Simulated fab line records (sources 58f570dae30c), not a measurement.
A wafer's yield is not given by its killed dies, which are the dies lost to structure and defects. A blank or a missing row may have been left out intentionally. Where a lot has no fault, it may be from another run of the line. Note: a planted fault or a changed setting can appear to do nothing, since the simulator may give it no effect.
Commonality check across tools    flow berkeley_cmos170    Sample size 14 lots and 42 wafers

WHY THIS WAS OPENED
UCB170_SDANNEAL_RS_MEAS_03, reading NSD_RS: flagged on 2 of 14 lots. Wafers without a fault read 37.26 ohm/sq, standard deviation 0.08.
Rule: a lot gets a flag if all its wafers with a number sit over 4 standard deviations from that mean, or if no wafer of it has a number. The other lots count as sound.

lot   measured      on             NSD_RS (ohm/sq), wafer by wafer  flag
L668  day 8 15:46   film_metro-03  37.29 37.27 37.35                
L669  day 8 16:04   film_metro-02  37.25 37.23 37.27                
L673  day 9 12:55   film_metro-02  37.16 37.16 37.29                
L671  day 9 13:07   film_metro-03  37.29 37.27 37.27                
L674  day 9 13:31   film_metro-02  37.41 37.40 37.34                
L675  day 9 13:32   film_metro-01  37.20 37.27 37.18                
L670  day 9 13:52   film_metro-03  37.21 37.20 37.21                
L677  day 9 20:14   film_metro-02  37.19 37.34 37.31                
L679  day 10 09:49  film_metro-02  42.68 42.68 42.70                FLAGGED
L681  day 11 00:20  film_metro-02  37.21 37.32 37.20                
L685  day 11 16:37  film_metro-02  42.80 42.74 42.75                FLAGGED
L688  day 12 04:39  film_metro-02  37.31 37.33 37.23                
L690  day 12 15:22  film_metro-02  37.19 37.23 37.14                
L689  day 12 17:13  film_metro-01  37.35 37.37 37.33                
The mean of the flagged lots' numbers is 42.73 ohm/sq, +5.47 ohm/sq from the usual (+68 standard deviations).

WHICH TOOL EACH LOT WENT THROUGH
2 process steps preceding the reading are held in the record, out of 331 steps in the route. Every cell lists first the tool, next ch and the chambers used by the sampled wafers, and last the start.
lot   flag     UCB170_NSD_IMPLANT_08            UCB170_NSD_STRIP_09
L668           implanter-02 ch 0, day 8 14:19   plasma_asher-02 ch 0,1, day 8 14:26
L669           implanter-03 ch 0, day 8 14:34   plasma_asher-01 ch 0,1, day 8 14:42
L673           implanter-03 ch 0, day 9 11:05   plasma_asher-01 ch 0,1, day 9 11:14
L671           implanter-04 ch 0, day 9 11:23   plasma_asher-02 ch 0,1, day 9 11:31
L674           implanter-02 ch 0, day 9 11:40   plasma_asher-02 ch 0,1, day 9 11:47
L675           implanter-03 ch 0, day 9 11:37   plasma_asher-01 ch 0,1, day 9 11:44
L670           implanter-04 ch 0, day 9 11:50   plasma_asher-01 ch 0,1, day 9 11:59
L677           implanter-03 ch 0, day 9 18:16   plasma_asher-03 ch 0,1, day 9 18:25
L679  FLAGGED  implanter-03 ch 0, day 10 08:22  plasma_asher-03 ch 0,1, day 10 08:31
L681           implanter-02 ch 0, day 10 21:22  plasma_asher-02 ch 0,1, day 10 21:31
L685  FLAGGED  implanter-03 ch 0, day 11 15:00  plasma_asher-02 ch 0,1, day 11 15:08
L688           implanter-02 ch 0, day 12 02:44  plasma_asher-02 ch 0,1, day 12 02:51
L690           implanter-04 ch 0, day 12 13:05  plasma_asher-02 ch 0,1, day 12 13:14
L689           implanter-04 ch 0, day 12 14:17  plasma_asher-01 ch 0,1, day 12 14:25
What these steps do:
- UCB170_NSD_IMPLANT_08
- UCB170_NSD_STRIP_09: strips in O2.
- UCB170_SDANNEAL_RS_MEAS_03: measures by four-point-probe.

FLAGGED OVER TOTAL, TOOL BY TOOL (the gauges that took the reading come last)
step                        tool             lots run  flagged  share of the flagged lots  sound lots run after its first flagged lot
UCB170_NSD_IMPLANT_08       implanter-02     4         0        none                       -
UCB170_NSD_IMPLANT_08       implanter-03     6         2        all                        0
UCB170_NSD_IMPLANT_08       implanter-04     4         0        none                       -
UCB170_NSD_STRIP_09         plasma_asher-01  5         0        none                       -
UCB170_NSD_STRIP_09         plasma_asher-02  7         1        some                       2 (L688,L690)
UCB170_NSD_STRIP_09         plasma_asher-03  2         1        some                       0
UCB170_SDANNEAL_RS_MEAS_03  film_metro-01    2         0        none                       -
UCB170_SDANNEAL_RS_MEAS_03  film_metro-02    9         2        all                        3 (L681,L688,L690)
UCB170_SDANNEAL_RS_MEAS_03  film_metro-03    3         0        none                       -

THE TABLE: WHAT IT ALLOWS
Rows of the table that ran all the flagged lots, 2 in number: implanter-03 at UCB170_NSD_IMPLANT_08; film_metro-02 at UCB170_SDANNEAL_RS_MEAS_03.
- implanter-03 at UCB170_NSD_IMPLANT_08: 2 of its 6 lots flagged. Last sound lot L677 at day 9 18:16, first flagged lot L679 at day 10 08:22; a fault beginning in between fits. Its own readings lie more than 4 standard deviations out on every wafer of the flagged lots: beam_on_s, faraday_current_uA.
- film_metro-02 at UCB170_SDANNEAL_RS_MEAS_03: 2 of its 9 lots flagged. Sound lots followed the first flagged one (L681, L688, L690) on it, something a lasting fault affecting the whole tool could not allow.
implanter-03 at UCB170_NSD_IMPLANT_08 is the single tool remaining.

WHAT HAD BEEN PUT IN BY THE SIMULATOR
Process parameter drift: implanter-03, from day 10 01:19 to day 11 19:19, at UCB170_NSD_IMPLANT_08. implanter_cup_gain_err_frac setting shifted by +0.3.
Lots struck among those shown: L679, L685. Same finding as the rule above.
